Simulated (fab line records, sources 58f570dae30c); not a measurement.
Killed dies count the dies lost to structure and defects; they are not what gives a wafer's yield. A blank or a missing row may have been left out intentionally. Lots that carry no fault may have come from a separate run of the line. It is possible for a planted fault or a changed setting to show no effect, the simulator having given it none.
Split-lot study / flow berkeleyCmos170 / route with 331 steps; 5 lots, 23 wafers read

SPLIT DETAILS
At UCB170_PSD_COAT_01 (resist thk 900 nm), the setting resistThkNm was moved away from the recipe's 900 nm on 9 of the 23 wafers read, by -2.0% to +4.7%. All remaining wafers had this setting at the recipe value.

FROM THE SPLIT TO THE READING: what the file shows between them, 3 steps
- UCB170_PSD_SOFTBAKE_02: time 60 s
- UCB170_PSD_EXPOSE_03: exposes mask PSELECT MOD, target cd 1200 nm
- UCB170_PSD_PEB_04

THE READING
KrF_of_PSD_COAT_01.thkNm (the simulator's own value, which no gauge read), in nm, at UCB170_PSD_DEVELOP_05 (develop time 45 s). There is no usual value for it anywhere in the file. Across the 14 wafers here that went through the recipe, the average is 888.3 nm and the standard deviation 2.3 nm.

wafer=L076.2; tool, chamber at the split=lithoTrack-04, 0; resistThkNm as run, nm=900; against the recipe=recipe; KrF_of_PSD_COAT_01.thkNm, nm=885.6; against lot-mates on the recipe=-
wafer=L076.3; tool, chamber at the split=lithoTrack-04, 0; resistThkNm as run, nm=900; against the recipe=recipe; KrF_of_PSD_COAT_01.thkNm, nm=884.3; against lot-mates on the recipe=-
wafer=L076.4; tool, chamber at the split=lithoTrack-04, 0; resistThkNm as run, nm=900; against the recipe=recipe; KrF_of_PSD_COAT_01.thkNm, nm=885.8; against lot-mates on the recipe=-
wafer=L081.1; tool, chamber at the split=lithoTrack-03, 0; resistThkNm as run, nm=900; against the recipe=recipe; KrF_of_PSD_COAT_01.thkNm, nm=890.4; against lot-mates on the recipe=-
wafer=L081.2; tool, chamber at the split=lithoTrack-03, 0; resistThkNm as run, nm=900; against the recipe=recipe; KrF_of_PSD_COAT_01.thkNm, nm=890.7; against lot-mates on the recipe=-
wafer=L081.3; tool, chamber at the split=lithoTrack-03, 0; resistThkNm as run, nm=929.7; against the recipe=+3.3%; KrF_of_PSD_COAT_01.thkNm, nm=920.3; against lot-mates on the recipe=+29.4
wafer=L081.5; tool, chamber at the split=lithoTrack-03, 0; resistThkNm as run, nm=929.7; against the recipe=+3.3%; KrF_of_PSD_COAT_01.thkNm, nm=922.7; against lot-mates on the recipe=+31.8
wafer=L081.6; tool, chamber at the split=lithoTrack-03, 0; resistThkNm as run, nm=900; against the recipe=recipe; KrF_of_PSD_COAT_01.thkNm, nm=891.7; against lot-mates on the recipe=-
wafer=L083.1; tool, chamber at the split=lithoTrack-03, 0; resistThkNm as run, nm=900; against the recipe=recipe; KrF_of_PSD_COAT_01.thkNm, nm=888.2; against lot-mates on the recipe=-
wafer=L083.2; tool, chamber at the split=lithoTrack-03, 0; resistThkNm as run, nm=915.2; against the recipe=+1.7%; KrF_of_PSD_COAT_01.thkNm, nm=904.7; against lot-mates on the recipe=+16.9
wafer=L083.3; tool, chamber at the split=lithoTrack-03, 0; resistThkNm as run, nm=915.2; against the recipe=+1.7%; KrF_of_PSD_COAT_01.thkNm, nm=899.6; against lot-mates on the recipe=+11.8
wafer=L083.4; tool, chamber at the split=lithoTrack-03, 0; resistThkNm as run, nm=900; against the recipe=recipe; KrF_of_PSD_COAT_01.thkNm, nm=888.6; against lot-mates on the recipe=-
wafer=L083.6; tool, chamber at the split=lithoTrack-03, 0; resistThkNm as run, nm=900; against the recipe=recipe; KrF_of_PSD_COAT_01.thkNm, nm=886.7; against lot-mates on the recipe=-
wafer=L082.1; tool, chamber at the split=lithoTrack-01, 0; resistThkNm as run, nm=881.7; against the recipe=-2.0%; KrF_of_PSD_COAT_01.thkNm, nm=870.6; against lot-mates on the recipe=-16.5
wafer=L082.2; tool, chamber at the split=lithoTrack-01, 0; resistThkNm as run, nm=881.7; against the recipe=-2.0%; KrF_of_PSD_COAT_01.thkNm, nm=869.7; against lot-mates on the recipe=-17.4
wafer=L082.3; tool, chamber at the split=lithoTrack-01, 0; resistThkNm as run, nm=900; against the recipe=recipe; KrF_of_PSD_COAT_01.thkNm, nm=886.7; against lot-mates on the recipe=-
wafer=L082.4; tool, chamber at the split=lithoTrack-01, 0; resistThkNm as run, nm=881.7; against the recipe=-2.0%; KrF_of_PSD_COAT_01.thkNm, nm=868.1; against lot-mates on the recipe=-19.0
wafer=L082.5; tool, chamber at the split=lithoTrack-01, 0; resistThkNm as run, nm=900; against the recipe=recipe; KrF_of_PSD_COAT_01.thkNm, nm=887.5; against lot-mates on the recipe=-
wafer=L084.1; tool, chamber at the split=lithoTrack-03, 0; resistThkNm as run, nm=900; against the recipe=recipe; KrF_of_PSD_COAT_01.thkNm, nm=888.2; against lot-mates on the recipe=-
wafer=L084.2; tool, chamber at the split=lithoTrack-03, 0; resistThkNm as run, nm=942; against the recipe=+4.7%; KrF_of_PSD_COAT_01.thkNm, nm=934.3; against lot-mates on the recipe=+44.2
wafer=L084.4; tool, chamber at the split=lithoTrack-03, 0; resistThkNm as run, nm=900; against the recipe=recipe; KrF_of_PSD_COAT_01.thkNm, nm=892.5; against lot-mates on the recipe=-
wafer=L084.5; tool, chamber at the split=lithoTrack-03, 0; resistThkNm as run, nm=900; against the recipe=recipe; KrF_of_PSD_COAT_01.thkNm, nm=889.6; against lot-mates on the recipe=-
wafer=L084.6; tool, chamber at the split=lithoTrack-03, 0; resistThkNm as run, nm=942; against the recipe=+4.7%; KrF_of_PSD_COAT_01.thkNm, nm=932.3; against lot-mates on the recipe=+42.2

THE FIT
A straight line over all 23 wafers: KrF_of_PSD_COAT_01.thkNm changes by +9.59 nm for each +1% of resistThkNm; r = +0.99; the points scatter about the line by 2.3 nm.
The same after taking each lot's own level away (the mean of its wafers on the recipe; 23 wafers): +9.1 nm for each +1%; r = +1.00; scatter 1.4 nm.
On that fit, the largest move of resistThkNm shifts the reading by 42 nm.
The span of the lots' own levels, 885.23 to 890.93 nm, comes to 2.4 times the standard deviation stated above.
The two slopes are in agreement: the lot-to-lot level therefore moves the slope only a little.
Check: with one of the wafers moved furthest among these (+4.7%) left out of the fit, the line predicts +42 nm for it against its lot-mates. Against them it came out at +44.2 nm.

FURTHER SPLITS ON THESE WAFERS
Before the reading, these wafers also passed through other splits. Each is held against what the fit with the lots' levels taken away leaves over:
other split on the same wafers=UCB170_NWELL_OXIDATION_01 oxTimeS; wafers away from the commonest value=10; r with KrF_of_PSD_COAT_01.thkNm (lot level and that fit taken away)=-0.16
other split on the same wafers=UCB170_PWELL_IMPLANT_15 doseCm2; wafers away from the commonest value=7; r with KrF_of_PSD_COAT_01.thkNm (lot level and that fit taken away)=-0.45
other split on the same wafers=UCB170_ACTIVE_PEB_11 pebTempC; wafers away from the commonest value=12; r with KrF_of_PSD_COAT_01.thkNm (lot level and that fit taken away)=+0.03
other split on the same wafers=UCB170_ACTIVE_ETCH_15 overEtchFrac; wafers away from the commonest value=9; r with KrF_of_PSD_COAT_01.thkNm (lot level and that fit taken away)=+0.06
other split on the same wafers=UCB170_PFIELD_COAT_01 resistThkNm; wafers away from the commonest value=6; r with KrF_of_PSD_COAT_01.thkNm (lot level and that fit taken away)=-0.33
other split on the same wafers=UCB170_PFIELD_SOFTBAKE_02 tempC; wafers away from the commonest value=7; r with KrF_of_PSD_COAT_01.thkNm (lot level and that fit taken away)=+0.29
other split on the same wafers=UCB170_NVT_IMPLANT_07 energyKev; wafers away from the commonest value=7; r with KrF_of_PSD_COAT_01.thkNm (lot level and that fit taken away)=+0.00
other split on the same wafers=UCB170_PVT_COAT_01 spinRpm; wafers away from the commonest value=9; r with KrF_of_PSD_COAT_01.thkNm (lot level and that fit taken away)=+0.17
other split on the same wafers=UCB170_NLDD_IMPLANT_08 doseCm2; wafers away from the commonest value=5; r with KrF_of_PSD_COAT_01.thkNm (lot level and that fit taken away)=-0.05

THE WHOLE CHAIN: every reading that the file lists as answering this split, in the file's order
step=UCB170_PSD_COAT_01; what it does=resist thk 900 nm; reading=KrF_of_PSD_COAT_01.thkNm (the simulator's own value, which no gauge read); change (the file's fit)=+9.14 nm for each +1% of the setting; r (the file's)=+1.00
step=UCB170_PSD_DEVELOP_05; what it does=develop time 45 s; reading=KrF_of_PSD_COAT_01.thkNm (the simulator's own value, which no gauge read); change (the file's fit)=+9.15 nm for each +1% of the setting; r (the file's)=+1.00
step=UCB170_PSD_STRIP_09; what it does=strips in O2; reading=stripTimeToEndpointS; change (the file's fit)=withheld for each +1% of the setting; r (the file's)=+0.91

THE FILE'S OWN FIT
KrF_of_PSD_COAT_01.thkNm changes by +9.15 nm for each +1% of resistThkNm, r = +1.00.
